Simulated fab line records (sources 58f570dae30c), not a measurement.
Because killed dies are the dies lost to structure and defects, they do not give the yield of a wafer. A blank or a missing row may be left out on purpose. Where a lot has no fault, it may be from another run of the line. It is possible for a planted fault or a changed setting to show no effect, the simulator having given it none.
Check for tools in common ; flow berkeley-cmos170 ; Lots sampled 13, wafers sampled 39

## WHY IT WAS OPENED
Flagged at UCB170_ACTIVE_CD_MEAS_13: reading cd-nm, on 1 of 13 lots. Wafers without a fault read 1200.2 nm, standard deviation 1.3.
Rule: flag the lot when none of its wafers has a number, or when each of its wafers that has one lies beyond 4 standard deviations from that mean. The rest of the lots are taken to be sound.

lot;measured;on;cd-nm (nm), wafer by wafer;flag
L217;day 5 00:25;cd-sem-01;1200.0 1199.4 1200.8;
L218;day 5 00:58;cd-sem-01;1201.2 1200.5 1200.5;
L222;day 5 21:08;cd-sem-02;1202.9 1203.3 1202.2;
L223;day 5 21:16;cd-sem-01;1198.8 1199.8 1199.1;
L224;day 6 11:10;cd-sem-02;1202.3 1202.6 1201.5;
L226;day 6 11:41;cd-sem-01;1201.8 1202.1 1202.8;
L227;day 7 06:16;cd-sem-02;1200.9 1200.9 1202.5;
L228;day 7 06:31;cd-sem-02;1382.4 1382.9 1381.8;FLAGGED
L229;day 7 15:22;cd-sem-02;1199.3 1198.8 1200.1;
L237;day 8 17:22;cd-sem-02;1199.9 1200.2 1200.4;
L238;day 9 15:44;cd-sem-01;1198.3 1199.9 1199.7;
L239;day 9 22:16;cd-sem-02;1200.7 1200.3 1198.8;
L240;day 9 23:01;cd-sem-01;1200.6 1201.4 1199.6;
On average the flagged lots read 1382.4 nm, which is +182.2 nm against the usual, or +99 or more standard deviations.

## EACH LOT AND THE TOOL IT RAN ON
The record holds 1 process step before the reading, out of a route of 331 steps. In each cell: the tool, then ch and the chambers that the sampled wafers went through, then the start.
lot;flag;UCB170_ACTIVE_EXPOSE_10
L217;;krf-scanner-01 ch 0, day 5 00:02
L218;;krf-scanner-02 ch 0, day 5 00:16
L222;;krf-scanner-02 ch 0, day 5 20:39
L223;;krf-scanner-02 ch 0, day 5 20:47
L224;;krf-scanner-02 ch 0, day 6 10:46
L226;;krf-scanner-02 ch 0, day 6 11:16
L227;;krf-scanner-01 ch 0, day 7 05:53
L228;FLAGGED;krf-scanner-02 ch 0, day 7 06:07
L229;;krf-scanner-01 ch 0, day 7 14:58
L237;;krf-scanner-02 ch 0, day 8 16:26
L238;;krf-scanner-01 ch 0, day 9 15:21
L239;;krf-scanner-01 ch 0, day 9 21:38
L240;;krf-scanner-01 ch 0, day 9 22:01
What the steps here do:
- UCB170_ACTIVE_EXPOSE_10: exposes mask ACTIVE, target cd 1200 nm.
- UCB170_ACTIVE_CD_MEAS_13: target cd 1200 nm.

## FLAGGED OVER TOTAL, TOOL BY TOOL (the gauges that took the reading come last)
step;tool;lots run;flagged;share of the flagged lots;sound lots run after its first flagged lot
UCB170_ACTIVE_EXPOSE_10;krf-scanner-01;6;0;none;-
UCB170_ACTIVE_EXPOSE_10;krf-scanner-02;7;1;all;1 (L237)
UCB170_ACTIVE_CD_MEAS_13;cd-sem-01;6;0;none;-
UCB170_ACTIVE_CD_MEAS_13;cd-sem-02;7;1;all;3 (L229,L237,L239)

## WHAT IS ALLOWED BY THE TABLE
Table rows that saw every flagged lot: 2, namely krf-scanner-02 at UCB170_ACTIVE_EXPOSE_10 and cd-sem-02 at UCB170_ACTIVE_CD_MEAS_13.
- krf-scanner-02 at UCB170_ACTIVE_EXPOSE_10: 1 of its 7 lots flagged. Sound lots followed the first flagged one (L237) on it, something a lasting fault affecting the whole tool could not allow.
- cd-sem-02 at UCB170_ACTIVE_CD_MEAS_13: 1 of its 7 lots flagged. Sound lots followed the first flagged one (L229, L237, L239) on it, something a lasting fault affecting the whole tool could not allow.
None of the table's rows ran every flagged lot and, after the first, no sound lot.

## WHAT WAS PUT IN BY THE SIMULATOR
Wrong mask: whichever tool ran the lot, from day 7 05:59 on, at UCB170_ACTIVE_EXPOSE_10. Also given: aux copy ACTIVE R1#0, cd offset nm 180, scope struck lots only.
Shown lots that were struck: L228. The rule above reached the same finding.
